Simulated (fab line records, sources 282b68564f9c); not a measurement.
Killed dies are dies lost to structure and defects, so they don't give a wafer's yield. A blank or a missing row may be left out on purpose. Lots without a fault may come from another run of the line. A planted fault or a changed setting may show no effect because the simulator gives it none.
A struck lot beside a sound one | flow rit_cmos | 32 steps out of a route of 202
Sound: wafers L298.1, L298.3, L298.5. Struck: wafers L297.1, L297.2, L297.6. The cause comes at the end.
At each step with rows: each side's tool, then ch and its chambers, then its first start. Under that, the readings that differ: sound wafers | struck wafers | difference of the means | sigmas: that difference in standard deviations of wafers without a fault.
alike: readings whose means differ by less than 2 such deviations, and words and numbers that are the same on both sides. not compared: withheld readings, readings that some wafer has no value for, bounds like >300 that may hide the same value, and numbers for which the record gives no deviation and whose values overlap.
The two part at a step that has a row with sigmas, a row that says differs or no value, or rows on one side only. Numbers that don't overlap but have no deviation are shown without sigmas and don't part them. A reading that every wafer of one side lacks parts them only if that side has two wafers or more.

RIT_NRETRO_TW_MEAS_10:
  sound on film_metro-03, day 5 03:20; struck on film_metro-02, day 4 21:52
  alike: NRETRO_TW
then, 6 steps without rows for these wafers: RIT_PRETRO_HMDS_00 (prime time 60 s); RIT_PRETRO_COAT_01 (resist thk 1300 nm); RIT_PRETRO_SOFTBAKE_02 (time 60 s); RIT_PRETRO_EXPOSE_03 (exposes mask M5, target cd 43700 nm); RIT_PRETRO_PEB_04; RIT_PRETRO_DEVELOP_05 (develop time 68 s).
RIT_PRETRO_OVL_MEAS_06:
  sound on overlay-01, day 5 04:16; struck on overlay-01, day 4 22:56
  alike: PRETRO_OVL
then, 2 steps without rows for these wafers: RIT_PRETRO_HARDBAKE_07 (time 120 s); RIT_PRETRO_IMPLANT_08.
RIT_PRETRO_STRIP_09: strips in O2, time 180 s.
  sound on plasma_asher-04 ch 0,1, day 5 04:42; struck on plasma_asher-04 ch 0,1, day 4 23:29
  alike: drypump_motor_current_A
  not compared: rf_hours_counter_h
RIT_PRETRO_TW_MEAS_10:
  sound on film_metro-04, day 5 04:53; struck on film_metro-04, day 4 23:39
  alike: PRETRO_TW
RIT_GATE_WET_ETCH_00: etches SiO2 in BOE, target depth 56 nm, time 60 s.
  sound on wet_bench-04 ch 0, day 5 04:56; struck on wet_bench-03 ch 1, day 4 23:43
  no value came back on the struck wafers for bath_heat_duty_pct (%), run_length_s (s); on the sound wafers bath_heat_duty_pct (%) reads 1.9 2.0 1.5
  reading                                       | sound             | struck            | difference | sigmas
  model.SiO2_of_FOX2_OXIDATION_00.thk_nm (nm)   | 261.8 263.6 258.8 | 325.9 328.7 326.5 | +65.6      |
  model.SiO2_of_ACTIVE_OXIDATION_01.thk_nm (nm) | 0 0 0             | 41.44 41.17 40.36 | +40.99     |
then, 4 steps without rows for these wafers: RIT_GATE_CLEAN_01 (cleans in SC1, time 600 s); RIT_GATE_CLEAN_02 (cleans in dHF, time 30 s); RIT_GATE_CLEAN_03 (cleans in SC2, time 600 s); RIT_GATE_CLEAN_04 (cleans in dHF, time 60 s).
RIT_FOX2_THK_MEAS_91:
  sound on film_metro-02, day 5 05:21; struck on film_metro-04, day 5 00:10
  reading                     | sound       | struck      | difference | sigmas
  FIELD_OXIDE_LEFT_2_THK (nm) | 250 252 247 | 314 317 314 | +65        | +10
then, 9 steps without rows for these wafers: RIT_GATE_OXIDATION_05 (target thk 3 nm, ox time 270 s); RIT_GATE_ANNEAL_06 (time 600 s); RIT_GATE_CVD_08 (deposits poly-Si from SiH4, target thk 250 nm, time 2220 s); RIT_GATE_HMDS_10 (prime time 60 s); RIT_GATE_COAT_11 (resist thk 850 nm); RIT_GATE_SOFTBAKE_12 (time 60 s); RIT_GATE_EXPOSE_13 (exposes mask M6, target cd 150 nm); RIT_GATE_PEB_14; RIT_GATE_DEVELOP_15 (develop time 50 s).
RIT_GATE_CD_MEAS_16: target cd 150 nm.
  sound on cd_sem-02, day 5 16:16; struck on cd_sem-01, day 5 05:56
  alike: cd_nm
RIT_GATE_OVL_MEAS_17:
  sound on overlay-02, day 5 16:23; struck on overlay-01, day 5 06:03
  alike: GATE_OVL
then, 1 step without rows for these wafers: RIT_GATE_HARDBAKE_18 (time 60 s).
RIT_GATE_ETCH_19: etches poly-Si in SF6/CHF3/O2, stops on SiO2, time 165 s, target depth 312.5 nm.
  sound on rie_si-01 ch 0,3, day 5 16:34; struck on rie_si-02 ch 1,3, day 5 06:14
  reading                                     | sound             | struck            | difference | sigmas
  model.SiO2_of_FOX2_OXIDATION_00.thk_nm (nm) | 238.9 240.8 236.1 | 302.8 305.8 303.3 | +65.4      |
  alike: CHF3_flow_sccm, O2_flow_sccm, drypump_motor_current_A, oes_product_au, throttle_valve_pct
  not compared: rf_hours_counter_h
RIT_GATE_STRIP_20: strips in O2, time 180 s.
  sound on plasma_asher-04 ch 0,1, day 5 16:40; struck on plasma_asher-04 ch 0,1, day 5 06:21
  alike: drypump_motor_current_A
  not compared: rf_hours_counter_h

WHERE THEY PART
First at RIT_GATE_WET_ETCH_00; last, within this record, at RIT_FOX2_THK_MEAS_91. Later steps at which nothing parts them and some readings are alike: RIT_GATE_CD_MEAS_16, RIT_GATE_OVL_MEAS_17, RIT_GATE_ETCH_19, RIT_GATE_STRIP_20.

WHY: what the simulator had put in
Skipped step whole: wet_bench-03, from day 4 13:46 on, at RIT_GATE_WET_ETCH_00. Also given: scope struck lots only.
